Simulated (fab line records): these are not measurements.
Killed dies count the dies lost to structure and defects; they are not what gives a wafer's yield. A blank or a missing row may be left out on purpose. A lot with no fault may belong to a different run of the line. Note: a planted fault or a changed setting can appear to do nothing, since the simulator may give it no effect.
Tool commonality check	flow berkeley cmos170	11 lots, 45 wafers sampled

WHY THIS WAS OPENED
At UCB170_GATE_THK_MEAS_02 the reading GATE_OXIDE_THK is flagged on 4 of 11 lots. Fault-free wafers read 6.67 nm, with a standard deviation of 0.11.
Rule: a lot is flagged when every wafer of it that has a number lies more than 4 standard deviations from that mean, or none has a number. The rest of the lots are taken to be sound.

lot	measured	on	GATE_OXIDE_THK (nm), wafer by wafer	flag
L368	day 6 06:19	film metro-01	6.62 6.68 6.64	
L367	day 6 06:23	film metro-03	6.55 6.64 6.62	
L369	day 6 16:04	film metro-01	6.69 6.72 6.68	
L372	day 7 02:16	film metro-03	5.67 5.89 5.67 5.68 5.83 5.68	FLAGGED
L371	day 7 02:17	film metro-01	5.71 5.69 5.66 5.70 5.67 5.59	FLAGGED
L373	day 7 02:17	film metro-04	5.57 5.66 5.61 5.60 5.65 5.62	FLAGGED
L370	day 7 02:20	film metro-03	5.46 5.68 5.56 5.43 5.68 5.54	FLAGGED
L374	day 7 10:52	film metro-03	6.77 6.65 6.60	
L380	day 8 15:22	film metro-01	6.77 6.86 6.94	
L381	day 8 15:22	film metro-04	6.68 6.62 6.70	
L390	day 10 11:30	film metro-01	6.56 6.68 6.61	
The numbers of the flagged lots are 5.65 nm on average: -1.02 nm against the usual, or -9 standard deviations.

WHICH TOOL EACH LOT WENT THROUGH
The record keeps 1 process step preceding the reading, out of 331 steps on the route. In each cell: the tool, then ch and the chambers that the sampled wafers went through, then the start.
lot	flag	UCB170_GATE_OXIDATION_01
L368		furnace-01 ch 0, day 6 04:49
L367		furnace-01 ch 0, day 6 04:49
L369		furnace-01 ch 0, day 6 14:34
L372	FLAGGED	furnace-01 ch 0, day 7 00:46
L371	FLAGGED	furnace-01 ch 0, day 7 00:46
L373	FLAGGED	furnace-01 ch 0, day 7 00:46
L370	FLAGGED	furnace-01 ch 0, day 7 00:46
L374		furnace-03 ch 0, day 7 09:22
L380		furnace-04 ch 0, day 8 13:52
L381		furnace-04 ch 0, day 8 13:52
L390		furnace-03 ch 0, day 10 10:00
What is done by these steps:
- UCB170_GATE_OXIDATION_01: target thk 6.6 nm, ox time 1800 s.
- UCB170_GATE_THK_MEAS_02

FLAGGED OVER TOTAL, TOOL BY TOOL (the gauges that took the reading come last)
step	tool	lots run	flagged	share of the flagged lots	sound lots run after its first flagged lot
UCB170_GATE_OXIDATION_01	furnace-01	7	4	all	0
UCB170_GATE_OXIDATION_01	furnace-03	2	0	none	-
UCB170_GATE_OXIDATION_01	furnace-04	2	0	none	-
UCB170_GATE_THK_MEAS_02	film metro-01	5	1	some	2 (L380,L390)
UCB170_GATE_THK_MEAS_02	film metro-03	4	2	some	1 (L374)
UCB170_GATE_THK_MEAS_02	film metro-04	2	1	some	1 (L381)

THE TABLE: WHAT IT ALLOWS
All flagged lots share 1 row of the table, namely furnace-01 at UCB170_GATE_OXIDATION_01.
- furnace-01 at UCB170_GATE_OXIDATION_01 ran 7 lots, 4 of them flagged. Last sound lot L369 at day 6 14:34, first flagged lot L370 at day 7 00:46; a fault beginning in between fits. Its own readings (spike tc centre C, spike tc load C, spike tc source C, tube center temp C, tube_center_temp_C_max) fall more than 4 standard deviations out on all wafers of the flagged lots.
Just one tool remains: furnace-01 at UCB170_GATE_OXIDATION_01.

WHAT HAD BEEN PUT IN BY THE SIMULATOR
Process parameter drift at UCB170_GATE_OXIDATION_01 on furnace-01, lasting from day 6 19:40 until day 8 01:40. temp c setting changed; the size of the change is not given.
Shown lots that were struck: L372, L371, L373, L370. The rule above found the same.
